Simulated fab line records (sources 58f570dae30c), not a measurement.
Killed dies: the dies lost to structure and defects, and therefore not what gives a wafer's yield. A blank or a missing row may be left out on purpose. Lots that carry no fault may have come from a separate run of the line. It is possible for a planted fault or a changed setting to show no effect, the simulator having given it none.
fab line records	flow berkeleyCmos170
[record] lots = 6	wafers = 18	lastDay = 13
route steps=331 shown M2@280 V2@292 M3@309
lots that met no fault: taken from a fault-free run of the same line
startH: hours from the record's first day to the start of the lot's first wafer shown	waitH: hours elapsed since this lot's preceding step	" the same as in the row above	L1.1+2: several wafers, shown together as one row	- no value, or no start given	* or withheld: withheld	< > ~ a bound
route shown NAME@n: names a module that has steps shown in the file, with the first one's number in the route	usual: average and standard deviation across the fault-free wafers	same: alike in all rows	chamber/n: place in a boat	sites: per-site readings	_std_site: standard deviation across them	_edge_site: the outer-site mean with the inner-site mean subtracted	radiusMm: for every site, how far away it sits from the centre of the wafer	mask NAME#n: copy n	behind: the last tool/chamber to shape the wafer	hold: why the lot was held/for how many hours/how that ended	device: whichever transistor did not switch (one of n, p or np)	end of line: the tests these same wafers got at the end of their route	where a step has no rows: the recipe by itself	killed: the dies lost at the first sort to structure and to defects; this is not the yield of the wafer	map: dies across one wafer; x = killed, . = not, _ = none there
set.NAME: setting as actually run; set.NAME@STEP: the setting as run at that earlier step	model.NAME: the simulator's own value behind a step, which no gauge read
certain route steps with their lots: each step a table, each wafer a row
services: when a tool's chamber went out of use (startH, in hours from the record's first day, below 0 if earlier), for how many hours, and the reason
[[steps]]
[step UCB170_M2_COAT_09]
[recipe] resist = BARC	tempC = withheld	timeS = withheld	spinRpm = 3000	resistThkNm = withheld
[step UCB170_M2_COAT_10]
[recipe] resist = KrF	spinRpm = 1500	resistThkNm = 900
[step UCB170_M2_SOFTBAKE_11]
[recipe] resist = KrF	tempC = 130	timeS = 60
[step UCB170_M2_EXPOSE_12]
[recipe] maskId = METAL2	targetCdNm = 700	na = 0.5	sigmaOuter = 0.6	sourceShape = conventional	doseMj = 26
[step UCB170_M2_PEB_13]
[recipe] pebTempC = 130	pebTimeS = withheld	resist = KrF
[step UCB170_M2_DEVELOP_14]
[recipe] developer = TMAH	developTimeS = 45	resist = KrF	devTempC = 21
[step UCB170_M2_CD_MEAS_15]
[recipe] targetCdNm = 700
[usual] cdNm = 699.4/1.4
lot.wafer	tool	chamber	startH	waitH	cdNm
L202.1	cdSem-01	-	184.31	-	699.4
L202.3	"	-	"	"	698.8
L202.5	"	-	"	"	698.9
L207.1	cdSem-01	-	200.81	-	699.8
L207.4	"	-	"	"	699.5
L207.5	"	-	"	"	701.4
L219.1	cdSem-02	-	272.49	-	699.8
L219.3	"	-	"	"	700.0
L219.5	"	-	"	"	700.1
L221.1	cdSem-01	-	285.46	-	699.7
L221.4	"	-	"	"	699.7
L221.5	"	-	"	"	698.5
L220.2	cdSem-01	-	290.17	-	698.8
L220.3	"	-	"	"	698.1
L220.6	"	-	"	"	698.1
L223.2	cdSem-02	-	299.74	-	700.4
L223.4	"	-	"	"	700.1
L223.5	"	-	"	"	700.9
[step UCB170_M2_OVL_MEAS_16]
[usual] M2_OVL = 0/4.8
lot.wafer	tool	chamber	startH	waitH	M2_OVL[nm]
L202.1	overlay-01	-	184.43	0.1	0
L202.3	"	-	"	"	1
L202.5	"	-	"	"	1
L207.1	overlay-02	-	200.93	0.1	3
L207.4	"	-	"	"	2
L207.5	"	-	"	"	4
L219.1	overlay-01	-	272.61	0.1	1
L219.3	"	-	"	"	-1
L219.5	"	-	"	"	-4
L221.1	overlay-01	-	285.58	0.1	-3
L221.4	"	-	"	"	-5
L221.5	"	-	"	"	-3
L220.2	overlay-02	-	290.35	0.2	-1
L220.3	"	-	"	"	0
L220.6	"	-	"	"	0
L223.2	overlay-01	-	299.85	0.1	2
L223.4	"	-	"	"	4
L223.5	"	-	"	"	2
[step UCB170_M2_ETCH_17]
[recipe] chemistry = N2/H2	targetDepthA = withheld	overetchA = withheld	target = BARC	timeS = withheld	sourceW = 500	biasW = 100	pressureMtorr = 30	n2FlowSccm = 100	h2FlowSccm = 200
[usual] drypumpMotorCurrentA = 5.8/0.4	n2FlowSccm = 100.0/0.31	oesProductAu = 1.002/0.025	rfFwdPowerW = 494.6/2.5	throttleValvePct = 13.40/0.21
lot.wafer	tool	chamber	startH	waitH	drypumpMotorCurrentA	n2FlowSccm	oesProductAu	rfFwdPowerW	throttleValvePct
L202.1	rieDiel-01	1	184.47	0.0	6.2	100.2	1.026	491.0	13.14
L202.3	"	3	"	"	5.8	100.1	1.013	493.2	13.49
L202.5	"	1	"	"	6.3	100.4	1.012	489.4	13.15
L207.1	rieDiel-04	2	200.96	0.0	5.9	99.7	1.041	492.4	13.14
L207.4	"	3	"	"	5.8	99.6	0.976	493.8	13.77
L207.5	"	1	"	"	5.5	100.4	1.010	491.5	13.54
L219.1	rieDiel-02	2	272.65	0.0	5.8	100.3	1.005	494.6	13.04
L219.3	"	1	"	"	6.1	100.1	0.988	496.6	13.42
L219.5	"	0	"	"	5.2	100.0	1.040	497.0	13.43
L221.1	rieDiel-04	1	285.62	0.0	5.5	99.6	0.996	493.3	13.53
L221.4	"	0	"	"	5.7	100.1	0.976	494.8	13.62
L221.5	"	0	"	"	5.7	99.9	0.971	492.3	13.62
L220.2	rieDiel-02	2	290.43	0.1	5.8	100.5	0.993	494.7	13.06
L220.3	"	0	"	"	5.2	99.5	1.020	495.6	13.41
L220.6	"	0	"	"	5.2	100.2	1.023	495.0	13.41
L223.2	rieDiel-02	0	299.88	0.0	5.2	99.9	1.038	496.3	13.39
L223.4	"	1	"	"	6.1	100.0	0.986	495.7	13.41
L223.5	"	0	"	"	5.2	99.7	1.043	497.5	13.42
[step UCB170_M2_METAL_ETCH_18]
[recipe] chemistry = Cl2/BCl3	target = Al	stopOn = SiO2	pressureMtorr = 12	targetDepthA = 11700	overEtchFrac = 0.3	timeS = 195	icpW = 600	biasW = 120	Cl2_flow_sccm = 90	bcl3FlowSccm = 45
[usual] drypumpMotorCurrentA = 5.8/0.31	mfcCl2Sccm = 90.02/0.26	oesProductAu = 0.854/0.016	rfFwdPowerW = 597.9/1.8	throttleValvePct = 24.61/0.21
lot.wafer	tool	chamber	startH	waitH	drypumpMotorCurrentA	mfcCl2Sccm	oesProductAu	rfFwdPowerW	rfHoursCounterH	throttleValvePct
L202.1	rieMetal-03	1	184.51	-	5.6	90.05	0.855	597.3	5	24.66
L202.3	"	0	"	"	5.4	90.49	0.818	599.3	-	25.03
L202.5	"	1	"	"	5.6	90.03	0.869	601.8	-	24.67
L207.1	rieMetal-02	1	201.00	-	6.3	89.95	0.854	600.6	5	24.55
L207.4	"	0	"	"	5.6	90.09	0.861	595.9	-	24.58
L207.5	"	0	"	"	5.6	89.88	0.867	598.4	-	24.58
L219.1	rieMetal-03	0	272.69	-	5.5	89.74	0.846	598.8	5	25.02
L219.3	"	0	"	"	5.4	90.36	0.850	599.7	-	25.00
L219.5	"	0	"	"	5.5	90.30	0.858	598.7	-	25.00
L221.1	rieMetal-03	0	285.66	-	5.4	90.22	0.835	599.2	5	25.01
L221.4	"	0	"	"	5.5	90.37	0.843	598.0	-	25.01
L221.5	"	0	"	"	5.5	90.20	0.838	599.7	-	25.02
L220.2	rieMetal-01	1	290.47	-	5.8	90.08	0.825	595.4	14	24.46
L220.3	"	1	"	"	5.8	90.12	0.837	596.2	-	24.44
L220.6	"	1	"	"	5.8	90.27	0.833	595.3	-	24.46
L223.2	rieMetal-01	1	299.98	-	5.8	89.56	0.845	596.3	-	24.44
L223.4	"	1	"	"	5.8	89.90	0.842	598.3	-	24.43
L223.5	"	1	"	"	5.8	89.84	0.847	596.8	-	24.46
[step UCB170_M2_STRIP_19]
[recipe] chemistry = O2	powerW = 400	pressureMtorr = 3500	platenTempC = withheld	o2FlowSccm = 400	overashFraction = 0.5
[usual] drypumpMotorCurrentA = 5.7/0.46	oesProductAu = 0.553/0.013
lot.wafer	tool	chamber	startH	waitH	drypumpMotorCurrentA	oesProductAu	rfHoursCounterH
L202.1	plasmaAsher-01	0	184.70	0.1	6.0	0.539	8
L202.3	"	1	"	"	5.9	0.548	-
L202.5	"	1	"	"	5.9	0.545	-
L207.1	plasmaAsher-02	0	201.19	0.1	5.9	0.555	44
L207.4	"	0	"	"	5.9	0.574	-
L207.5	"	1	"	"	4.8	0.576	-
L219.1	plasmaAsher-01	1	272.88	0.1	5.9	0.560	18
L219.3	"	0	"	"	5.9	0.562	-
L219.5	"	0	"	"	5.9	0.551	-
L221.1	plasmaAsher-02	1	285.85	0.1	4.8	0.557	52
L221.4	"	1	"	"	4.9	0.564	-
L221.5	"	1	"	"	4.8	0.549	-
L220.2	plasmaAsher-01	1	290.78	0.2	5.9	0.560	19
L220.3	"	0	"	"	6.0	0.560	-
L220.6	"	0	"	"	6.0	0.562	-
L223.2	plasmaAsher-03	1	300.30	0.2	5.1	0.546	52
L223.4	"	1	"	"	5.1	0.543	-
L223.5	"	1	"	"	5.1	0.558	-
[step UCB170_M2_CD_MEAS_90]
[recipe] targetCdNm = 700
[usual] cdNm = 698/3.4
lot.wafer	tool	chamber	startH	waitH	cdNm
L202.1	cdSem-02	-	184.80	0.1	699
L202.3	"	-	"	"	697
L202.5	"	-	"	"	699
L207.1	cdSem-02	-	201.29	0.1	695
L207.4	"	-	"	"	700
L207.5	"	-	"	"	700
L219.1	cdSem-01	-	272.98	0.1	698
L219.3	"	-	"	"	698
L219.5	"	-	"	"	700
L221.1	cdSem-01	-	285.95	0.1	698
L221.4	"	-	"	"	696
L221.5	"	-	"	"	696
L220.2	cdSem-02	-	290.90	0.1	697
L220.3	"	-	"	"	696
L220.6	"	-	"	"	696
L223.2	cdSem-01	-	300.42	0.1	701
L223.4	"	-	"	"	702
L223.5	"	-	"	"	702
[step UCB170_V2_CVD_00]
[recipe] material = SiO2	targetThkNm = 2000	tempC = 390	precursor = TEOS/O2	timeS = 250	rfW = 550	pressureMtorr = 9000
[usual] heaterPowerW = 278/66	rfFwdPowerW = 548.3/1.6
lot.wafer	tool	chamber	startH	waitH	heaterPowerW	rfFwdPowerW	model.SiO2_of_V2_CVD_00.thkNm
L202.1	pecvd-04	2	184.92	0.1	276	548.2	1982
L202.3	"	1	"	"	332	548.6	1983
L202.5	"	1	"	"	409	546.4	2016
L207.1	pecvd-01	1	201.41	0.1	332	547.8	1973
L207.4	"	2	"	"	313	544.4	1998
L207.5	"	0	"	"	157	547.9	2005
L219.1	pecvd-04	2	273.10	0.1	245	550.1	961.9
L219.3	"	0	"	"	360	550.8	996.2
L219.5	"	1	"	"	294	547.5	983.7
L221.1	pecvd-01	0	286.07	0.1	163	547.7	2021
L221.4	"	1	"	"	246	546.3	2090
L221.5	"	2	"	"	298	546.0	2080
L220.2	pecvd-04	0	291.00	0.1	423	549.0	1018
L220.3	"	1	"	"	352	548.1	975.1
L220.6	"	1	"	"	409	547.2	1012
L223.2	pecvd-03	1	300.52	0.1	274	545.8	1980
L223.4	"	1	"	"	326	547.9	2049
L223.5	"	0	"	"	193	547.8	2026
[step UCB170_V2_THK_MEAS_01]
[recipe] reads = SiO2_of_V2_CVD_00
[usual] V2_TEOS_THK = 2010/25
lot.wafer	tool	chamber	startH	waitH	hold	V2_TEOS_THK[nm]
L202.1	filmMetro-04	-	185.07	0.1	-	1981
L202.3	"	-	"	"	-	1986
L202.5	"	-	"	"	-	2016
L207.1	filmMetro-01	-	201.57	0.1	-	1974
L207.4	"	-	"	"	-	1998
L207.5	"	-	"	"	-	2006
L219.1	filmMetro-01	-	273.26	0.1	awaitDispo/0.2h/release	961
L219.3	"	-	"	"	awaitDispo/0.2h/release	996
L219.5	"	-	"	"	awaitDispo/0.2h/release	983
L219.1	filmMetro-01	-	273.48	0.2	-	962
L219.3	"	-	"	"	-	997
L219.5	"	-	"	"	-	983
L221.1	filmMetro-01	-	286.22	0.1	-	2021
L221.4	"	-	"	"	-	2091
L221.5	"	-	"	"	-	2079
L220.2	filmMetro-02	-	291.27	0.2	awaitDispo/0.2h/release	1019
L220.3	"	-	"	"	awaitDispo/0.2h/release	975
L220.6	"	-	"	"	awaitDispo/0.2h/release	1012
L220.2	filmMetro-02	-	291.49	0.2	-	1018
L220.3	"	-	"	"	-	974
L220.6	"	-	"	"	-	1012
L223.2	filmMetro-02	-	300.68	0.1	-	1979
L223.4	"	-	"	"	-	2050
L223.5	"	-	"	"	-	2027
[step UCB170_V2_CMP_02]
[recipe] material = SiO2	downForcePsi = 6	platenRpm = 60	padVelocityMS = 0.75398
[usual] headPressurePsi = 5.998/0.014	motorCurrentA = 15.9/1.9
lot.wafer	tool	chamber	startH	waitH	hold	headPressurePsi	motorCurrentA
L202.3	cmp-01	1	185.23	0.1	-	6.000	17.0
L202.1	"	2	"	"	-	6.003	16.0
L202.5	"	0	"	"	-	5.989	14.5
L207.4	cmp-02	1	201.73	0.1	-	6.004	20.2
L207.1	"	2	"	"	-	5.991	13.5
L207.5	"	0	"	"	-	5.995	15.9
L219.3	cmp-01	2	274.98	1.5	awaitDispo/1.4h/release	5.993	16.0
L219.1	"	0	"	"	awaitDispo/1.4h/release	6.021	15.0
L219.5	"	1	"	"	awaitDispo/1.4h/release	6.003	16.0
L221.1	cmp-02	2	286.28	0.1	-	5.988	13.2
L221.4	"	3	"	"	-	6.008	15.1
L221.5	"	2	"	"	-	6.004	12.4
L220.2	cmp-01	0	297.89	6.4	awaitDispo/6.3h/release	5.991	14.0
L220.3	"	3	"	"	awaitDispo/6.3h/release	5.983	15.4
L220.6	"	0	"	"	awaitDispo/6.3h/release	6.025	13.5
L223.4	cmp-02	0	300.73	0.0	-	5.987	14.9
L223.2	"	1	"	"	-	6.018	20.0
L223.5	"	1	"	"	-	5.996	19.0
[step UCB170_V2_BOW_MEAS_03]
[recipe] mode = bow
[usual] V2_BOW = 35/7.2
lot.wafer	tool	chamber	startH	waitH	hold	V2_BOW[um]
L202.1	filmMetro-01	-	185.43	0.1	-	38
L202.3	"	-	"	"	-	41
L202.5	"	-	"	"	-	32
L207.1	filmMetro-04	-	201.93	0.1	-	29
L207.4	"	-	"	"	-	17
L207.5	"	-	"	"	-	38
L219.1	filmMetro-04	-	275.23	0.1	awaitDispo/0.2h/release	39
L219.3	"	-	"	"	awaitDispo/0.2h/release	39
L219.5	"	-	"	"	awaitDispo/0.2h/release	38
L219.1	filmMetro-04	-	275.52	0.3	-	-
L219.3	"	-	"	"	-	-
L219.5	"	-	"	"	-	-
L221.1	filmMetro-01	-	286.58	0.2	-	44
L221.4	"	-	"	"	-	40
L221.5	"	-	"	"	-	44
L220.2	filmMetro-04	-	298.21	0.3	awaitDispo/0.2h/release	38
L220.3	"	-	"	"	awaitDispo/0.2h/release	32
L220.6	"	-	"	"	awaitDispo/0.2h/release	40
L220.2	filmMetro-04	-	298.50	0.3	-	-
L220.3	"	-	"	"	-	-
L220.6	"	-	"	"	-	-
L223.2	filmMetro-04	-	301.05	0.2	-	43
L223.4	"	-	"	"	-	46
L223.5	"	-	"	"	-	30
[step UCB170_V2_THK_MEAS_04]
[recipe] reads = SiO2_of_V2_CVD_00
[usual] V2_POLISHED_THK = 1000.1/1.3
lot.wafer	tool	chamber	startH	waitH	hold	V2_POLISHED_THK[nm]
L202.1	filmMetro-01	-	185.55	0.1	-	1000.1
L202.3	"	-	"	"	-	1000.0
L202.5	"	-	"	"	-	999.8
L207.1	filmMetro-04	-	202.05	0.1	-	1002.1
L207.4	"	-	"	"	-	999.1
L207.5	"	-	"	"	-	1002.3
L219.1	filmMetro-04	-	281.80	6.3	awaitDispo/6.2h/release	961.6
L219.3	"	-	"	"	awaitDispo/6.2h/release	996.0
L219.5	"	-	"	"	awaitDispo/6.2h/release	983.6
L221.1	filmMetro-01	-	286.70	0.1	-	999.4
L221.4	"	-	"	"	-	997.3
L221.5	"	-	"	"	-	1000.1
L223.2	filmMetro-04	-	301.16	0.1	-	998.1
L223.4	"	-	"	"	-	1000.2
L223.5	"	-	"	"	-	999.4
L220.2	filmMetro-04	-	303.25	4.7	awaitDispo/4.6h/release	998.7
L220.3	"	-	"	"	awaitDispo/4.6h/release	975.0
L220.6	"	-	"	"	awaitDispo/4.6h/release	999.1
[step UCB170_V2_CLEAN_05]
[recipe] chemistry = DIW
[step UCB170_V2_HMDS_06]
[recipe] primeTimeS = 60	primeTempC = 100
[step UCB170_V2_COAT_07]
[recipe] resist = KrF	spinRpm = 1500	resistThkNm = 900
[step UCB170_V2_SOFTBAKE_08]
[recipe] resist = KrF	tempC = 130	timeS = 60
[step UCB170_V2_EXPOSE_09]
[recipe] maskId = VIA2	targetCdNm = 700	na = 0.5	sigmaOuter = 0.6	sourceShape = conventional	doseMj = 37
[step UCB170_V2_PEB_10]
[recipe] pebTempC = 130	pebTimeS = withheld	resist = KrF
[step UCB170_V2_DEVELOP_11]
[recipe] developer = TMAH	developTimeS = 45	resist = KrF	devTempC = 21
[step UCB170_V2_CD_MEAS_12]
[recipe] targetCdNm = 700
[usual] cdNm = 700.3/1.5
lot.wafer	tool	chamber	startH	waitH	cdNm
L202.1	cdSem-01	-	187.24	-	700.0
L202.3	"	-	"	"	701.1
L202.5	"	-	"	"	700.7
L207.1	cdSem-02	-	203.26	-	701.2
L207.4	"	-	"	"	700.7
L207.5	"	-	"	"	702.5
L219.1	cdSem-02	-	283.08	-	697.9
L219.3	"	-	"	"	697.0
L219.5	"	-	"	"	696.6
L221.1	cdSem-02	-	288.91	-	701.8
L221.4	"	-	"	"	702.5
L221.5	"	-	"	"	701.7
L223.2	cdSem-02	-	302.25	-	700.8
L223.4	"	-	"	"	700.3
L223.5	"	-	"	"	700.1
L220.2	cdSem-01	-	304.35	-	703.4
L220.3	"	-	"	"	702.2
L220.6	"	-	"	"	703.0
[step UCB170_V2_OVL_MEAS_13]
[usual] V2_OVL = -1/4.6
lot.wafer	tool	chamber	startH	waitH	V2_OVL[nm]
L202.1	overlay-02	-	187.36	0.1	-6
L202.3	"	-	"	"	5
L202.5	"	-	"	"	1
L207.1	overlay-01	-	203.38	0.1	0
L207.4	"	-	"	"	-1
L207.5	"	-	"	"	-8
L219.1	overlay-02	-	283.20	0.1	1
L219.3	"	-	"	"	10
L219.5	"	-	"	"	8
L221.1	overlay-01	-	289.03	0.1	-4
L221.4	"	-	"	"	-5
L221.5	"	-	"	"	0
L223.2	overlay-02	-	302.36	0.1	-2
L223.4	"	-	"	"	5
L223.5	"	-	"	"	2
L220.2	overlay-01	-	304.46	0.1	3
L220.3	"	-	"	"	3
L220.6	"	-	"	"	-4
[step UCB170_V2_ETCH_14]
[recipe] chemistry = CHF3/CF4/Ar	target = SiO2	stopOn = Al	CHF3_flow_sccm = 45	cf4FlowSccm = 15	Ar_flow_sccm = 150	pressureMtorr = 200	rfW = 700	targetDepthA = 12500	overEtchFrac = 0.25	timeS = 291
[usual] drypumpMotorCurrentA = 5.6/0.35	mfcArSccm = 149.9/0.46	oesProductAu = 0.879/0.015	rfFwdPowerW = 698.5/2.4	throttleValvePct = 6.95/0.15
lot.wafer	tool	chamber	startH	waitH	drypumpMotorCurrentA	mfcArSccm	oesProductAu	rfFwdPowerW	rfHoursCounterH	throttleValvePct	model.etch.depthNm	model.V2.featureDepthNm
L202.1	rieDiel-04	2	187.40	0.0	6.0	150.9	0.907	701.3	19	6.80	1000	1001
L202.3	"	1	"	"	5.5	150.6	0.884	696.6	149	7.04	999.5	1000
L202.5	"	1	"	"	5.5	149.7	0.874	696.1	-	7.05	999.8	1000
L207.1	rieDiel-03	1	203.42	0.0	5.6	149.8	0.882	696.4	111	6.90	1003	1003
L207.4	"	0	"	"	5.0	149.9	0.867	699.0	54	7.09	999.6	999.6
L207.5	"	3	"	"	5.6	149.8	0.896	700.9	-	6.75	1002	1003
L219.1	rieDiel-03	0	283.24	0.0	5.0	149.9	0.844	699.3	58	7.09	961.9	961.9
L219.3	"	0	"	"	5.0	150.2	0.857	698.3	-	7.10	996.2	996.2
L219.5	"	1	"	"	5.6	150.3	0.875	697.2	-	6.87	983.7	983.9
L221.1	rieDiel-02	1	289.07	0.0	6.1	150.0	0.883	704.1	117	7.02	1000	1000
L221.4	"	2	"	"	5.8	149.7	0.856	694.4	129	6.73	997.3	997.5
L221.5	"	1	"	"	6.0	148.7	0.893	704.9	-	7.03	1000	1000
L223.2	rieDiel-04	0	302.39	0.0	5.7	150.1	0.861	697.8	1	7.15	998.1	998.1
L223.4	"	2	"	"	5.9	149.3	0.899	699.5	25	6.81	1001	1002
L223.5	"	1	"	"	5.5	149.8	0.855	697.3	-	7.04	999	999.5
L220.2	rieDiel-03	1	304.49	0.0	5.6	149.6	0.887	702.3	115	6.91	998.6	998.8
L220.3	"	3	"	"	5.6	149.9	0.883	696.1	80	6.76	975.1	975.2
L220.6	"	3	"	"	5.6	150.1	0.893	697.1	-	6.73	999.2	999.3
[step UCB170_V2_STRIP_15]
[recipe] chemistry = O2	powerW = 400	pressureMtorr = 3500	platenTempC = withheld	o2FlowSccm = 400	overashFraction = 0.5
[step UCB170_V2_CD_MEAS_90]
[recipe] targetCdNm = 700
[usual] cdNm = 700.6/1.7
lot.wafer	tool	chamber	startH	waitH	cdNm
L202.1	cdSem-01	-	187.68	0.1	701.4
L202.3	"	-	"	"	701.1
L202.5	"	-	"	"	700.8
L207.1	cdSem-01	-	203.70	0.1	701.6
L207.4	"	-	"	"	699.7
L207.5	"	-	"	"	702.8
L219.1	cdSem-01	-	283.61	0.1	697.6
L219.3	"	-	"	"	697.0
L219.5	"	-	"	"	698.2
L221.1	cdSem-02	-	289.35	0.1	701.2
L221.4	"	-	"	"	702.7
L221.5	"	-	"	"	701.3
L223.2	cdSem-01	-	302.68	0.1	700.7
L223.4	"	-	"	"	701.2
L223.5	"	-	"	"	701.1
L220.2	cdSem-01	-	304.79	0.1	704.7
L220.3	"	-	"	"	702.3
L220.6	"	-	"	"	703.3
[step UCB170_M3_PRE_CLEAN_00]
[recipe] gas = Ar	precleanEtchTimeS = 60
lot.wafer	tool	chamber	startH	waitH	model.SiO2_of_V2_CVD_00.thkNm
L202.1	pvdSputter-03	-	187.80	0.1	994.8
L202.3	"	-	"	"	994.2
L202.5	"	-	"	"	994.4
L207.1	pvdSputter-03	-	203.82	0.1	997.3
L207.4	"	-	"	"	994.3
L207.5	"	-	"	"	997.1
L219.1	pvdSputter-03	-	283.73	0.1	956.6
L219.3	"	-	"	"	990.8
L219.5	"	-	"	"	978.3
L221.1	pvdSputter-01	-	289.47	0.1	995
L221.4	"	-	"	"	991.9
L221.5	"	-	"	"	995.1
L223.2	pvdSputter-01	-	302.78	0.1	992.7
L223.4	"	-	"	"	996
L223.5	"	-	"	"	993.6
L220.2	pvdSputter-03	-	304.89	0.1	993.2
L220.3	"	-	"	"	969.8
L220.6	"	-	"	"	993.9
[step UCB170_M3_SPUTTER_01]
[recipe] material = Al	targetThkNm = 900	timeS = 120	powerW = 6000	chamberPressurePa = 0.5
[usual] throttleValvePct = 30.1/0.84
lot.wafer	tool	chamber	startH	waitH	throttleValvePct
L202.1	pvdSputter-03	-	187.87	0.0	30.2
L202.3	"	-	"	"	28.4
L202.5	"	-	"	"	30.1
L207.1	pvdSputter-03	-	203.89	0.0	31.8
L207.4	"	-	"	"	30.3
L207.5	"	-	"	"	28.4
L219.1	pvdSputter-03	-	283.80	0.0	30.6
L219.3	"	-	"	"	28.5
L219.5	"	-	"	"	28.2
L221.1	pvdSputter-01	-	289.54	0.0	30.7
L221.4	"	-	"	"	30.0
L221.5	"	-	"	"	30.0
L223.2	pvdSputter-01	-	302.85	0.0	30.6
L223.4	"	-	"	"	30.3
L223.5	"	-	"	"	29.3
L220.2	pvdSputter-03	-	304.95	0.0	31.7
L220.3	"	-	"	"	28.3
L220.6	"	-	"	"	31.6
[[services]]
tool	chamber	startH	hours	kind
cmp-01	-	166.58	8.3	pm
rieDiel-04	0	171.99	34.5	repair
cmp-02	-	187.79	11.1	repair
cmp-02	-	188.90	1.8	repair
rieDiel-03	1	195.41	6.4	repair
rieDiel-02	3	199.10	6.4	repair
rieMetal-03	-	206.83	17.7	repair
rieDiel-02	3	208.87	11.3	repair
rieDiel-04	3	219.85	9.1	repair
pecvd-04	2	231.14	18.3	repair
cmp-01	-	231.89	6.5	pm
cmp-01	-	238.40	4.0	pm
rieDiel-04	1	243.69	2.0	repair
cmp-01	-	248.66	1.8	repair
rieMetal-03	-	256.57	0.2	repair
cmp-02	-	262.02	10.4	pm
pvdSputter-03	-	267.00	1.9	repair
rieDiel-02	-	271.46	0.9	repair
rieDiel-03	3	271.65	7.4	repair
cmp-02	-	272.61	1.6	repair
cmp-01	-	292.82	0.8	repair
plasmaAsher-01	-	294.35	20.4	repair
cmp-02	-	297.06	3.2	repair
cmp-01	-	298.97	2.2	repair
[[key]]
[firstSign] step = UCB170_V2_THK_MEAS_01	reading = visit	direction = added
[effect] step = UCB170_V2_THK_MEAS_01	reading = V2_TEOS_THK	direction = down	sigmas = 41	usual = 2010	struck = 991
[effect] step = UCB170_V2_BOW_MEAS_03	reading = visit	direction = added
[effect] step = UCB170_V2_THK_MEAS_04	reading = V2_POLISHED_THK	direction = down	sigmas = 11	usual = 1000.1	struck = 985.7	wafersMoved = 4
[modelEffect] step = UCB170_V2_CVD_00	value = SiO2_of_V2_CVD_00.thkNm	without = 2011	struck = 991.2
[modelEffect] step = UCB170_V2_ETCH_14	value = etch.depthNm	without = 999.7	struck = 985.8
[modelEffect] step = UCB170_M3_PRE_CLEAN_00	value = SiO2_of_V2_CVD_00.thkNm	without = 994.3	struck = 980.4
metAt UCB170_V2_CVD_00
struckWafers L219.1,L219.3,L219.5,L220.2,L220.3,L220.6
rowsEnd L219.1,L219.3,L219.5
sortLeftOut L220.2,L220.3,L220.6
testerLeftOut L220
onsetBetween 184.92 273.10
alsoFits UCB170_M2_STRIP_19:plasmaAsher-01
[earlierFault] kind = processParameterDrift	tool = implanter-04	chamber = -	onsetH = 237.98	steps = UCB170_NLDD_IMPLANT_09	channel = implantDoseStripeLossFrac	offset = 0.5	shape = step	endH = 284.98
[fault] kind = processParameterDrift	tool = pecvd-04	chamber = -	onsetH = 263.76	steps = UCB170_V2_CVD_00	channel = targetThkNm	offset = -1022.8	shape = step	actsIn = theseRecipesOnly	stated = 2000
// testerLeftOut: of these lots the tester's yield and bins aren't shown, on N5 and GAA mostly nor the transistor test; their killed dies are dies lost to structure and defects alone, not to doping, threshold or leakage, so they don't give the yield
// sortLeftOut: the simulated sort isn't trusted on such a fault, so these wafers' sort isn't shown, and their yield isn't known
// rowsEnd: these wafers met a further fault down the route, and their rows from its step on are left out
